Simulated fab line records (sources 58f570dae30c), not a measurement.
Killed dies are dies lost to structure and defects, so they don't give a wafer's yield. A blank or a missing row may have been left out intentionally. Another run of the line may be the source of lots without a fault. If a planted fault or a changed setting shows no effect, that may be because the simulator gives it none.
Lot-split experiment    flow berkeley_cmos170    23 wafers read across 5 lots, on a route 331 steps long

== ABOUT THE SPLIT ==
At UCB170_PWELL_IMPLANT_15, the setting dose_cm2 was moved away from the recipe's 5e+12 on 9 of the 23 wafers read, by -6.4% to +6.5%. This setting was run at the recipe's value on the other wafers.

== FROM THE SPLIT TO THE READING: what the file shows between them, 1 step ==
- UCB170_PWELL_STRIP_16: strips in O2

== THE READING ==
PWELL_TW, at UCB170_PWELL_TW_MEAS_17. A value of 380.1 with a standard deviation of 2.1 is what fault-free wafers of this fab line usually give.

wafer   tool, chamber at the split  dose_cm2 as run  against the recipe  PWELL_TW  against lot-mates on the recipe
L075.2  implanter-03, 0             5e+12            recipe              381.3     -
L075.5  implanter-03, 0             5e+12            recipe              380.4     -
L075.6  implanter-03, 0             5e+12            recipe              379.1     -
L076.1  implanter-02, 0             5e+12            recipe              381.3     -
L076.2  implanter-02, 0             5e+12            recipe              379.8     -
L076.3  implanter-02, 0             5e+12            recipe              380.3     -
L076.4  implanter-02, 0             5e+12            recipe              381.2     -
L076.6  implanter-02, 0             5e+12            recipe              379.0     -
L077.1  implanter-03, 0             4.785e+12        -4.3%               375.7     -2.8
L077.3  implanter-03, 0             5e+12            recipe              379.0     -
L077.4  implanter-03, 0             4.785e+12        -4.3%               376.0     -2.5
L077.5  implanter-03, 0             4.785e+12        -4.3%               376.1     -2.4
L077.6  implanter-03, 0             5e+12            recipe              378.0     -
L078.1  implanter-02, 0             5e+12            recipe              379.5     -
L078.2  implanter-02, 0             5.326e+12        +6.5%               384.0     +6.4
L078.3  implanter-02, 0             5e+12            recipe              375.7     -
L078.4  implanter-02, 0             5.326e+12        +6.5%               386.1     +8.5
L078.6  implanter-02, 0             5.326e+12        +6.5%               385.8     +8.2
L085.1  implanter-02, 0             5e+12            recipe              382.2     -
L085.2  implanter-02, 0             5e+12            recipe              381.3     -
L085.3  implanter-02, 0             4.679e+12        -6.4%               375.3     -6.4
L085.4  implanter-02, 0             4.679e+12        -6.4%               375.7     -6.1
L085.6  implanter-02, 0             4.679e+12        -6.4%               376.0     -5.8

THE FIT
A straight line over all 23 wafers: PWELL_TW changes by +0.779 for each +1% of dose_cm2; r = +0.90; the points scatter about the line by 1.4.
The same after taking each lot's own level away (the mean of its wafers on the recipe; 23 wafers): +0.999 for each +1%; r = +0.96; scatter 1.1.
The reading moves by 6.5 for the largest change in dose_cm2, on that fit.
Measured against the standard deviation above, the lots' own levels, which go from 377.60 to 381.75, span 2.0 times it.
So the slope is not independent of the lot-to-lot level: the two fits are not the same.
Check: with one of the wafers moved furthest among these (+6.5%) left out of the fit, the line predicts +7.08 for it against its lot-mates. Against them it came out at +6.4.

== ADDITIONAL SPLITS CARRIED BY THESE WAFERS ==
These wafers also went through other splits before the reading. Each is held against what the fit with the lots' levels taken away leaves over:
other split on the same wafers    wafers away from the commonest value  r with PWELL_TW (lot level and that fit taken away)
UCB170_NWELL_IMPLANT_14 dose_cm2  8                                     -0.29

== FILE'S OWN FIT ==
PWELL_TW changes by +0.979 for each +1% of dose_cm2, r = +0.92.
